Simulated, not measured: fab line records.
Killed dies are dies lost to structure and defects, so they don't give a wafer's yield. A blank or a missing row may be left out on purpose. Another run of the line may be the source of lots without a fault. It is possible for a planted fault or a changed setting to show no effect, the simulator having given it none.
Lot-split experiment	flow berkeleyCmos170	23 wafers read from 5 lots, route of 331 steps

## ABOUT THE SPLIT
At UCB170_PWELL_IMPLANT_15, the setting energyKev was moved away from the recipe's 60 on 7 of the 23 wafers read, by -3.3% to +5.3%. For the rest of the wafers, this setting stayed at what the recipe calls for.

The reading is taken at the split's own step.

## THE READING
In nm, at UCB170_PWELL_IMPLANT_15: implant.drpNm, which is the simulator's own figure and was read by no gauge. The file gives no usual value for it.

wafer	tool, chamber at the split	energyKev as run	against the recipe	implant.drpNm, nm	against lot-mates on the recipe
L074.1	implanter-02, 0	60	recipe	64.7	-
L074.2	implanter-02, 0	60	recipe	64.7	-
L074.4	implanter-02, 0	60	recipe	64.7	-
L074.5	implanter-02, 0	60	recipe	64.7	-
L074.6	implanter-02, 0	60	recipe	64.7	-
L075.1	implanter-01, 0	60	recipe	64.7	-
L075.4	implanter-01, 0	60	recipe	64.7	-
L075.2	implanter-01, 0	62.69	+4.5%	66.21	+1.51
L075.5	implanter-01, 0	62.69	+4.5%	66.21	+1.51
L075.6	implanter-01, 0	62.69	+4.5%	66.21	+1.51
L077.1	implanter-02, 0	60	recipe	64.7	-
L077.3	implanter-02, 0	60	recipe	64.7	-
L077.5	implanter-02, 0	60	recipe	64.7	-
L077.2	implanter-02, 0	63.19	+5.3%	66.48	+1.78
L077.4	implanter-02, 0	63.19	+5.3%	66.48	+1.78
L078.1	implanter-01, 0	60	recipe	64.7	-
L078.3	implanter-01, 0	60	recipe	64.7	-
L078.6	implanter-01, 0	60	recipe	64.7	-
L079.2	implanter-02, 0	60	recipe	64.7	-
L079.4	implanter-02, 0	60	recipe	64.7	-
L079.5	implanter-02, 0	60	recipe	64.7	-
L079.3	implanter-02, 0	58.02	-3.3%	63.55	-1.15
L079.6	implanter-02, 0	58.02	-3.3%	63.55	-1.15

FIT RESULTS
A straight line over all 23 wafers: implant.drpNm changes by +0.339 nm for each +1% of energyKev; r = +1.00; the points scatter about the line by 0.011 nm.
The same after taking each lot's own level away (the mean of its wafers on the recipe; 23 wafers): +0.339 nm for each +1%; r = +1.00; scatter 0.011 nm.
According to that fit, moving energyKev by its largest amount changes the reading by 1.8 nm.
The lots' own levels span 64.700 to 64.700 nm.
Hence the lot-to-lot level has little effect on the slope; both slopes agree.
Check: with one of the wafers moved furthest among these (+5.3%) left out of the fit, the line predicts +1.8 nm for it against its lot-mates. It came out at +1.78 nm against them.

## ADDITIONAL SPLITS CARRIED BY THESE WAFERS
Note: prior to the reading, these wafers also went through further splits. Each is held against what the fit with the lots' levels taken away leaves over:
other split on the same wafers	wafers away from the commonest value	r with implant.drpNm (lot level and that fit taken away)
UCB170_NWELL_CVD_04 timeS	15	+0.21
UCB170_NWELL_ETCH_13 overEtchFrac	8	+0.04

## THE WHOLE CHAIN: every reading that the file lists as answering this split, in the file's order
step	what it does	reading	change (the file's fit)	r (the file's)
UCB170_PWELL_IMPLANT_15		implant.rpNm (the simulator's own value, which no gauge read)	+2.28 nm for each +1% of the setting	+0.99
UCB170_PWELL_IMPLANT_15		implant.drpNm (the simulator's own value, which no gauge read)	+0.338 nm for each +1% of the setting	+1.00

## THE FILE'S OWN FIT
implant.drpNm changes by +0.338 nm for each +1% of energyKev, r = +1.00.
